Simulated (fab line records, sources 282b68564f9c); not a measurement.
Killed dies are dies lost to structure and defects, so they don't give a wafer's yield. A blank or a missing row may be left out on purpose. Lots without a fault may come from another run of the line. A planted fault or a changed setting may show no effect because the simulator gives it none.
A struck lot beside a sound one | flow rit_cmos | 45 steps out of a route of 202
Sound: wafers L822.3, L822.4, L822.6. Struck: wafers L828.1, L828.3, L828.5. The cause comes at the end.
At each step with rows: each side's tool, then ch and its chambers, then its first start. Under that, the readings that differ: sound wafers | struck wafers | difference of the means | sigmas: that difference in standard deviations of wafers without a fault.
alike: readings whose means differ by less than 2 such deviations, and words and numbers that are the same on both sides. not compared: withheld readings, readings that some wafer has no value for, bounds like >300 that may hide the same value, and numbers for which the record gives no deviation and whose values overlap.
The two part at a step that has a row with sigmas, a row that says differs or no value, or rows on one side only. Numbers that don't overlap but have no deviation are shown without sigmas and don't part them. A reading that every wafer of one side lacks parts them only if that side has two wafers or more.

first, 1 step without rows for these wafers: RIT_ACTIVE_HARDBAKE_12 (time 60 s).
RIT_ACTIVE_ETCH_13: etches Si3N4 in SF6, stops on SiO2, time 210 s, target depth 210 nm.
  sound on rie_diel-03 ch 2,3, day 1 16:05; struck on rie_diel-03 ch 0,2,3, day 2 20:48
  alike: drypump_motor_current_A, oes_product_au, throttle_valve_pct
  not compared: rf_hours_counter_h
RIT_ACTIVE_STRIP_14: strips in O2, time 180 s.
  sound on plasma_asher-01 ch 0,1, day 1 16:17; struck on plasma_asher-01 ch 0,1, day 2 20:56
  alike: drypump_motor_current_A
  not compared: rf_hours_counter_h
RIT_ACTIVE_CD_MEAS_90: target cd 1400 nm.
  sound on cd_sem-01, day 1 16:26; struck on cd_sem-02, day 2 21:07
  alike: cd_nm
then, 4 steps without rows for these wafers: RIT_ACTIVE_CLEAN_15 (cleans in SC1, time 600 s); RIT_ACTIVE_CLEAN_16 (cleans in dHF, time 30 s); RIT_ACTIVE_CLEAN_17 (cleans in SC2, time 600 s); RIT_FOX1_OXIDATION_00 (target thk 350.7 nm, ox time 1130 s).
RIT_FOX1_THK_MEAS_01:
  sound on film_metro-01, day 1 18:23; struck on film_metro-04, day 2 22:55
  alike: FOX1_OXIDE_THK
then, 2 steps without rows for these wafers: RIT_FOX1_WET_ETCH_02 (etches SiO2 in BOE, target depth 350 nm, time 390 s); RIT_FOX2_OXIDATION_00 (target thk 350.7 nm, ox time 1130 s).
RIT_FOX2_THK_MEAS_01:
  sound on film_metro-01, day 1 19:53; struck on film_metro-02, day 3 00:24
  alike: FOX2_OXIDE_THK
RIT_FOX2_CLEAN_02: cleans in dHF, time 180 s.
  sound on wet_bench-04 ch 0, day 1 19:55; struck on wet_bench-04 ch 2, day 3 00:28
  reading                                     | sound           | struck            | difference | sigmas
  run_length_s (s)                            | 206 206 206     | 386 386 386       | +180       | +58
  model.SiO2_of_FOX2_OXIDATION_00.thk_nm (nm) | 340 333.8 339.3 | 320.3 318.1 311.4 | -21.1      |
then, 1 step without rows for these wafers: RIT_FOX2_WET_ETCH_03 (etches Si3N4 in H3PO4, target depth 195 nm, time 2700 s).
RIT_FOX2_THK_MEAS_90:
  sound on film_metro-02, day 1 20:49; struck on film_metro-03, day 3 01:21
  reading                     | sound       | struck      | difference | sigmas
  FIELD_OXIDE_LEFT_1_THK (nm) | 329 323 329 | 310 307 301 | -21        | -3
then, 6 steps without rows for these wafers: RIT_NWELL_HMDS_00 (prime time 60 s); RIT_NWELL_COAT_01 (resist thk 1300 nm); RIT_NWELL_SOFTBAKE_02 (time 60 s); RIT_NWELL_EXPOSE_03 (exposes mask M2, target cd 43900 nm); RIT_NWELL_PEB_04; RIT_NWELL_DEVELOP_05 (develop time 68 s).
RIT_NWELL_OVL_MEAS_06:
  sound on overlay-01, day 1 21:53; struck on overlay-01, day 3 02:17
  alike: NWELL_OVL
then, 2 steps without rows for these wafers: RIT_NWELL_HARDBAKE_07 (time 120 s); RIT_NWELL_IMPLANT_08.
RIT_NWELL_STRIP_09: strips in O2, time 180 s.
  sound on plasma_asher-02 ch 0,1, day 1 22:22; struck on plasma_asher-03 ch 0,1, day 3 02:43
  alike: drypump_motor_current_A
  not compared: rf_hours_counter_h
RIT_NWELL_TW_MEAS_10:
  sound on film_metro-03, day 1 22:30; struck on film_metro-04, day 3 02:54
  alike: NWELL_TW
then, 6 steps without rows for these wafers: RIT_PWELL_HMDS_00 (prime time 60 s); RIT_PWELL_COAT_01 (resist thk 1300 nm); RIT_PWELL_SOFTBAKE_02 (time 60 s); RIT_PWELL_EXPOSE_03 (exposes mask M3, target cd 43700 nm); RIT_PWELL_PEB_04; RIT_PWELL_DEVELOP_05 (develop time 68 s).
RIT_PWELL_OVL_MEAS_06:
  sound on overlay-02, day 1 23:36; struck on overlay-02, day 3 03:50
  reading        | sound          | struck        | difference | sigmas
  PWELL_OVL (nm) | -1.5 -4.0 -5.0 | 2.4 -0.7 -0.3 | +4.0       | +3
then, 2 steps without rows for these wafers: RIT_PWELL_HARDBAKE_07 (time 120 s); RIT_PWELL_IMPLANT_08.
RIT_PWELL_STRIP_09: strips in O2, time 180 s.
  sound on plasma_asher-04 ch 0,1, day 2 00:05; struck on plasma_asher-04 ch 1, day 3 04:25
  alike: drypump_motor_current_A
  not compared: rf_hours_counter_h
RIT_PWELL_TW_MEAS_10:
  sound on film_metro-03, day 2 00:13; struck on film_metro-04, day 3 04:36
  reading  | sound       | struck      | difference | sigmas
  PWELL_TW | 944 944 943 | 958 957 955 | +13        | +3
then, 1 step without rows for these wafers: RIT_WELLDRIVE_ANNEAL_00 (time 14700 s).
RIT_WELLDRIVE_RS_MEAS_01: measures by four-point-probe.
  sound on film_metro-03, day 2 05:40; struck on film_metro-03, day 3 10:16
  alike: NWELL_RS
RIT_WELLDRIVE_RS_MEAS_02: measures by four-point-probe.
  sound on film_metro-03, day 2 05:47; struck on film_metro-03, day 3 10:23
  alike: PWELL_RS
then, 2 steps without rows for these wafers: RIT_NRETRO_HMDS_00 (prime time 60 s); RIT_NRETRO_COAT_01 (resist thk 1300 nm).
RIT_FOX2_THK_MEAS_91:
  sound on film_metro-02, day 2 09:42; struck on film_metro-02, day 3 14:05
  reading                     | sound       | struck      | difference | sigmas
  FIELD_OXIDE_LEFT_2_THK (nm) | 261 255 261 | 242 240 233 | -21        | -3
RIT_SILICIDE_WET_ETCH_00: etches SiO2 in BOE, target depth 14 nm, time 15 s.
  sound on wet_bench-04 ch 3, day 3 07:53; struck on wet_bench-02 ch 3, day 4 08:14
  reading                                     | sound             | struck            | difference | sigmas
  model.SiO2_of_FOX2_OXIDATION_00.thk_nm (nm) | 155.6 151.6 157.4 | 139.8 135.1 128.8 | -20.3      |
RIT_M1_PROBE_99:
  sound on prober-01, day 3 15:09; struck on prober-01, day 4 16:01
  reading                      | sound            | struck            | difference | sigmas
  killed_at_contacts           | 2 2 0            | 0 0 0             | -1         | -4
  model.etest.field_n.vt_v (V) | 35.39 34.6 35.33 | 33.04 32.72 31.77 | -2.60      |
  alike: killed_at_front_end, killed_dies, killed_open, killed_short
  not compared: model.etest.poly_comb_over_steps.leak_log10_a_um

WHERE THEY PART
First at RIT_FOX2_CLEAN_02; last, within this record, at RIT_M1_PROBE_99.

WHY: what the simulator had put in
Process parameter drift: wet_bench-04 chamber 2, from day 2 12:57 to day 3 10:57, at RIT_FOX2_CLEAN_02. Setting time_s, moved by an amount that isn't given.
